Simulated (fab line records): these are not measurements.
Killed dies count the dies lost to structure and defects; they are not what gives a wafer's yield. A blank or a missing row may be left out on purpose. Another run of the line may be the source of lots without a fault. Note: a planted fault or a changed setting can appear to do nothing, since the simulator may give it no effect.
The tool behind it: which one?    flow rit_cmos    7 lots with 21 wafers sampled at 3 steps, on a route of 202 steps

== WHAT EACH GAUGE READ, for each wafer ==
RIT_SDANNEAL_RS_MEAS_06: the measuring method here is four-point-probe.
lot   measured     on             PLDD_RS (ohm/sq)
L403  day 3 10:50  film_metro-03  178.4 178.4 178.8
L405  day 3 21:04  film_metro-03  177.6 178.4 178.3
L408  day 4 13:20  film_metro-01  - - -
L410  day 5 02:01  film_metro-04  - - -
L420  day 7 00:23  film_metro-01  178.3 178.3 178.0
L422  day 7 09:41  film_metro-04  178.7 178.3 178.6
L424  day 7 20:26  film_metro-03  177.7 178.4 177.3

== TOOL THAT RAN EACH LOT (tool first, then ch and the chambers of the sampled wafers, then the start) ==
lot   RIT_PLDD_IMPLANT_08             RIT_PLDD_STRIP_09
L403  implanter-03 ch 0, day 3 04:11  plasma_asher-03 ch 0,1, day 3 04:19
L405  implanter-02 ch 0, day 3 14:05  plasma_asher-03 ch 0,1, day 3 14:15
L408  implanter-03 ch 0, day 4 06:46  plasma_asher-02 ch 0,1, day 4 06:55
L410  implanter-03 ch 0, day 4 19:29  plasma_asher-03 ch 0, day 4 19:37
L420  implanter-02 ch 0, day 6 17:56  plasma_asher-04 ch 0,1, day 6 18:05
L422  implanter-01 ch 0, day 7 03:10  plasma_asher-02 ch 0,1, day 7 03:19
L424  implanter-01 ch 0, day 7 13:54  plasma_asher-03 ch 0,1, day 7 14:03
- RIT_PLDD_IMPLANT_08
- RIT_PLDD_STRIP_09: strips in O2, time 180 s.

== THE ANSWER, worked out from the rows above alone ==
Rule: the lots themselves supply what counts as usual. Put in order of their means at a reading, lots are off if they are a third of the lots or fewer, leave a main group of 4 or more, and stand apart from it by a gap of 3 or more times the standard deviation of the main group's means; of several such gaps the widest counts. A main group whose means are all the same, to the digits that the tables above print for the reading, isn't used. Also off: a lot with no number at a reading for which 4 or more lots have one. Where the step has rows for the other lots, those lots are counted as sound.
Off: at RIT_SDANNEAL_RS_MEAS_06 (PLDD_RS), L408, L410. Without a number there: L408, L410. For the main group the mean is 178.2 ohm/sq and the standard deviation 0.28.
If a tool, at a process step before that reading, ran all the lots that are off and no sound lot after the first of them, it fits. The gauges at RIT_SDANNEAL_RS_MEAS_06 are tried like those tools. One fits: RIT_PLDD_IMPLANT_08 on implanter-03. A fault onset in the window from L403 (day 3 04:11, its last sound lot) to L408 (day 4 06:46, its first lot off) fits.

== WHAT THE SIMULATOR HAD INSERTED ==
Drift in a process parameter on implanter-03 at RIT_PLDD_IMPLANT_08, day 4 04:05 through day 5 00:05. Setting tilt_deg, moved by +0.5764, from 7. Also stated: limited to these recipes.
Lots struck among those shown: L408, L410. The same result came from the rule above.
